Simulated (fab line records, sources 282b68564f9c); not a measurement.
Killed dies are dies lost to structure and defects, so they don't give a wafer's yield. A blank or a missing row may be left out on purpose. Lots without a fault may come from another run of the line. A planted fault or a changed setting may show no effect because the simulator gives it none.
Which tool did it? | flow rit_cmos | 14 lots, 42 wafers sampled, at 2 steps of a route of 202

WHAT THE GAUGES READ, wafer by wafer
RIT_NRETRO_TW_MEAS_10.
lot  | measured    | on            | NRETRO_TW
L888 | day 2 06:45 | film_metro-02 | 1046 1049 1055
L889 | day 2 14:54 | film_metro-04 | 1059 1052 1048
L891 | day 2 21:28 | film_metro-02 | 1047 1053 1048
L892 | day 3 05:05 | film_metro-04 | 1054 1056 1054
L893 | day 3 07:55 | film_metro-03 | 1056 1053 1055
L894 | day 3 11:40 | film_metro-04 | 1055 1050 1051
L895 | day 3 17:24 | film_metro-02 | 1054 1055 1049
L896 | day 3 21:38 | film_metro-03 | 1056 1057 1055
L904 | day 5 16:11 | film_metro-03 | 1038 1032 1040
L905 | day 5 20:14 | film_metro-03 | 1035 1030 1034
L906 | day 5 23:59 | film_metro-04 | 1048 1047 1051
L907 | day 6 05:05 | film_metro-02 | 1044 1046 1045
L909 | day 6 16:30 | film_metro-03 | 1045 1046 1049
L911 | day 7 02:41 | film_metro-03 | 1052 1057 1049

WHICH TOOL RAN EACH LOT (tool, then ch and the chambers of the sampled wafers, then the start)
lot  | RIT_NRETRO_IMPLANT_08
L888 | implanter-01 ch 0, day 2 06:26
L889 | implanter-02 ch 0, day 2 14:37
L891 | implanter-01 ch 0, day 2 21:08
L892 | implanter-03 ch 0, day 3 04:43
L893 | implanter-03 ch 0, day 3 07:38
L894 | implanter-03 ch 0, day 3 11:21
L895 | implanter-03 ch 0, day 3 17:04
L896 | implanter-02 ch 0, day 3 21:19
L904 | implanter-03 ch 0, day 5 15:52
L905 | implanter-03 ch 0, day 5 19:54
L906 | implanter-01 ch 0, day 5 23:40
L907 | implanter-02 ch 0, day 6 04:46
L909 | implanter-01 ch 0, day 6 16:11
L911 | implanter-01 ch 0, day 7 02:23
- RIT_NRETRO_IMPLANT_08

WHAT THE TOOLS THEMSELVES READ (means of the sampled wafers that have a number; where no wafer has one, the mark that the record gives instead)
RIT_NRETRO_IMPLANT_08.
lot  | tool         | beam_energy_keV
L888 | implanter-01 | 69.988
L889 | implanter-02 | 70.012
L891 | implanter-01 | 69.986
L892 | implanter-03 | 69.986
L893 | implanter-03 | 69.997
L894 | implanter-03 | 69.987
L895 | implanter-03 | 69.995
L896 | implanter-02 | 69.971
L904 | implanter-03 | 65.912
L905 | implanter-03 | 65.898
L906 | implanter-01 | 70.015
L907 | implanter-02 | 69.996
L909 | implanter-01 | 70.022
L911 | implanter-01 | 69.974

THE ANSWER, worked out from the rows above alone
Rule: what is usual is taken from the lots themselves. Put in order of their means at a reading, lots are off if they are a third of the lots or fewer, leave a main group of 4 or more, and stand apart from it by a gap of 3 or more times the standard deviation of the main group's means; of several such gaps the widest counts. A main group whose means are all the same, to the digits that the tables above print for the reading, isn't used. A lot without any number at a reading at which 4 lots or more have one is off too. The other lots that the step has rows for count as sound. The gauges are gone through in route order, then the tools' own readings, and for those a lot's mean is taken as printed above. The first step at which some lot is off is used, and at that step the reading that is off furthest; a lot without a number counts as furthest.
Off: L904, L905, at RIT_NRETRO_IMPLANT_08 (beam_energy_keV). The main group: mean 69.994, standard deviation 0.015.
A tool fits if, at that step or a process step before it, it ran every lot that is off, and no sound lot after the first of them. One fits: implanter-03 at RIT_NRETRO_IMPLANT_08. Its last sound lot is L895 (day 3 17:04), its first lot that is off L904 (day 5 15:52): a fault that began between those two fits.
The tool's own readings at RIT_NRETRO_IMPLANT_08 bear it out: on the lots that are off they differ by more than 5 times the standard deviation of the sound lots' means. beam_energy_keV reads 65.905 there against 69.994 on the sound lots.

WHAT THE SIMULATOR HAD PUT IN
Process parameter drift: implanter-03, from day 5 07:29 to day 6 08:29, at RIT_NRETRO_IMPLANT_08. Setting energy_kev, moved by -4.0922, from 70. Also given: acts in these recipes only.
Lots struck among those shown: L904, L905. The rule above found the same.
